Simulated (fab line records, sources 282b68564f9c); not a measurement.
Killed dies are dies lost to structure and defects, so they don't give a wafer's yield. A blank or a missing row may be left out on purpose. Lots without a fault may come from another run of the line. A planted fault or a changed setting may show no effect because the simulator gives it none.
Which tool did it? | flow rit_cmos | 14 lots, 42 wafers sampled, at 2 steps of a route of 202

WHAT THE GAUGES READ, wafer by wafer
RIT_REOX_THK_MEAS_04. Usual: REOX_OXIDE_THK 25.1 nm, standard deviation 0.4.
lot  | measured    | on            | REOX_OXIDE_THK (nm) | flag
L147 | day 2 21:59 | film_metro-04 | 25.6 25.3 25.8      |
L149 | day 3 07:53 | film_metro-04 | 24.7 24.5 24.9      |
L150 | day 3 13:26 | film_metro-02 | 25.5 25.6 25.6      |
L151 | day 3 18:39 | film_metro-02 | 28.1 27.8 28.3      | OFF
L152 | day 3 22:42 | film_metro-01 | 28.0 27.8 28.0      | OFF
L153 | day 4 02:37 | film_metro-01 | 25.3 25.4 25.3      |
L155 | day 4 16:15 | film_metro-02 | 24.7 24.7 24.8      |
L163 | day 6 07:44 | film_metro-02 | 25.3 25.0 24.9      |
L164 | day 6 10:40 | film_metro-02 | 25.0 24.9 25.0      |
L165 | day 6 15:22 | film_metro-02 | 25.3 25.5 25.7      |
L166 | day 6 19:41 | film_metro-04 | 25.0 24.4 25.0      |
L167 | day 7 02:43 | film_metro-02 | 25.2 25.0 25.0      |
L168 | day 7 07:20 | film_metro-04 | 25.9 25.8 25.4      |
L169 | day 7 11:49 | film_metro-01 | 26.4 25.9 26.0      |

WHICH TOOL RAN EACH LOT (tool, then ch and the chambers of the sampled wafers, then the start)
lot  | RIT_REOX_OXIDATION_03
L147 | furnace-02 ch 0, day 2 19:26
L149 | furnace-04 ch 0, day 3 05:20
L150 | furnace-02 ch 0, day 3 10:52
L151 | furnace-02 ch 0, day 3 16:05
L152 | furnace-02 ch 0, day 3 20:08
L153 | furnace-03 ch 0, day 4 00:02
L155 | furnace-04 ch 0, day 4 13:41
L163 | furnace-03 ch 0, day 6 05:10
L164 | furnace-04 ch 0, day 6 08:05
L165 | furnace-03 ch 0, day 6 12:49
L166 | furnace-02 ch 0, day 6 17:08
L167 | furnace-02 ch 0, day 7 00:10
L168 | furnace-02 ch 0, day 7 04:47
L169 | furnace-02 ch 0, day 7 09:16
- RIT_REOX_OXIDATION_03: target thk 25.2 nm, ox time 5580 s.

WHAT THE TOOLS THEMSELVES READ (means of the sampled wafers that have a number; where no wafer has one, the mark that the record gives instead)
RIT_REOX_OXIDATION_03. Usual: zone_power_centre_pct 39.9 %, standard deviation 1.9; zone_power_load_pct 24.8 %, standard deviation 1.8.
lot  | tool       | zone_power_centre_pct (%) | zone_power_load_pct (%) | flag
L147 | furnace-02 | 41.7                      | 25.4                    |
L149 | furnace-04 | 38.3                      | 26.2                    |
L150 | furnace-02 | 41.8                      | 25.4                    |
L151 | furnace-02 | 41.7                      | 25.4                    |
L152 | furnace-02 | 41.6                      | 25.6                    |
L153 | furnace-03 | 37.5                      | 21.2                    |
L155 | furnace-04 | 38.6                      | 26.2                    |
L163 | furnace-03 | 37.6                      | 21.2                    |
L164 | furnace-04 | 38.3                      | 26.3                    |
L165 | furnace-03 | 37.3                      | 21.5                    |
L166 | furnace-02 | 41.5                      | 25.6                    |
L167 | furnace-02 | 41.4                      | 25.4                    |
L168 | furnace-02 | 41.8                      | 25.2                    |
L169 | furnace-02 | 41.2                      | 25.8                    |

THE ANSWER, worked out from the rows above alone
Rule: a lot is off if the mean of its wafers that have a number lies more than 3 standard deviations from the usual mean. A lot without any number at a reading at which 4 lots or more have one is off too. The other lots that the step has rows for count as sound. The gauges are gone through in route order, then the tools' own readings, and for those a lot's mean is taken as printed above. The first step at which some lot is off is used, and at that step the reading that is off furthest; a lot without a number counts as furthest.
Off: L151, L152, at RIT_REOX_THK_MEAS_04 (REOX_OXIDE_THK).
A tool fits if, at a process step before that reading, it ran every lot that is off, and no sound lot after the first of them. The gauges at RIT_REOX_THK_MEAS_04 are tried like those tools. None of those tried fits.

WHAT THE SIMULATOR HAD PUT IN
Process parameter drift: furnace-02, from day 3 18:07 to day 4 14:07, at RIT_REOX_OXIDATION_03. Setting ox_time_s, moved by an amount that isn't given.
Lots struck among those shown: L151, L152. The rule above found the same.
